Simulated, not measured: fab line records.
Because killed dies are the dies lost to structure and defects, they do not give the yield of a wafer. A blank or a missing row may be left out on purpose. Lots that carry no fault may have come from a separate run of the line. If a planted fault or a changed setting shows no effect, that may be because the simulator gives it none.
A struck lot beside a sound one / flow rit cmos / 15 steps out of a route of 202
Sound: wafers L640.3, L640.4, L640.5. Wafers L639.1, L639.4, L639.6 were the ones struck. The cause is named last.
Per side, at each step with rows, come the tool, then ch with its chambers, and then its first start. Under that, the readings that differ: sound wafers / struck wafers / difference of the means / sigmas: that difference in standard deviations of wafers without a fault.
alike: readings with means less than 2 such deviations apart, plus words and numbers identical on both sides. not compared: withheld readings, readings lacking a value on some wafer, bounds such as >300 that could conceal the same value, and numbers that have no deviation in the record and whose values overlap.
A row with sigmas, a row that says differs or no value, or rows on one side alone: a step with any of these is where the two part. When numbers do not overlap yet have no deviation, they are printed without sigmas and do not part them. A reading that every wafer of one side lacks parts them only if that side has two wafers or more.

first, 4 steps without rows for these wafers: RIT_NWELL_SOFTBAKE_02 (time 60 s); RIT_NWELL_EXPOSE_03 (exposes mask M2, target cd 43900 nm); RIT_NWELL_PEB_04; RIT_NWELL_DEVELOP_05 (develop time 68 s).
RIT_NWELL_OVL_MEAS_06:
  sound on overlay-01 at day 4 08:16; struck on overlay-02 at day 3 22:18
  alike: NWELL_OVL
then, 2 steps without rows for these wafers: RIT_NWELL_HARDBAKE_07 (time 120 s); RIT_NWELL_IMPLANT_08.
RIT_NWELL_STRIP_09: strips in O2, time 180 s.
  sound on plasma asher-04 ch 0,1, day 4 08:45; struck on plasma asher-04 ch 0, day 3 22:44
  alike: drypump motor current A
  not compared: rf hours counter h
RIT_NWELL_TW_MEAS_10:
  sound on film metro-04 at day 4 08:53; struck on film metro-03 at day 3 22:55
  alike: NWELL_TW
then, 3 steps without rows for these wafers: RIT_PWELL_HMDS_00 (prime time 60 s); RIT_PWELL_COAT_01 (resist thk 1300 nm); RIT_PWELL_SOFTBAKE_02 (time 60 s).
RIT_PWELL_EXPOSE_03: exposes mask M3, target cd 43700 nm.
  sound on iline stepper-01 ch 0, day 4 09:32; struck on iline stepper-01 ch 0, day 3 23:33
reading=mask; sound=M3#0 M3#0 M3#0; struck=M3_R1#0 M3_R1#0 M3_R1#0; difference=differs; sigmas=
then, 1 step without rows for these wafers: RIT_PWELL_PEB_04.
RIT_M1_PROBE_99:
  sound on prober-01 at day 5 22:46; struck on prober-02 at day 5 11:48
reading=model.etest.well edge right.line ohm um; sound=183.7 182.9 182.2; struck=187.9 185.1 187.1; difference=+3.8; sigmas=
  alike: killed at contacts, killed at front end, killed dies, killed open, killed short
  not compared: model.etest.well edge left.line ohm um, model.etest.iso nwell nwell.bv v

WHERE THEY PART
RIT_PWELL_EXPOSE_03 only, going by this record. Later steps at which nothing parts them and some readings are alike: RIT_M1_PROBE_99.

WHY: the cause the simulator had injected
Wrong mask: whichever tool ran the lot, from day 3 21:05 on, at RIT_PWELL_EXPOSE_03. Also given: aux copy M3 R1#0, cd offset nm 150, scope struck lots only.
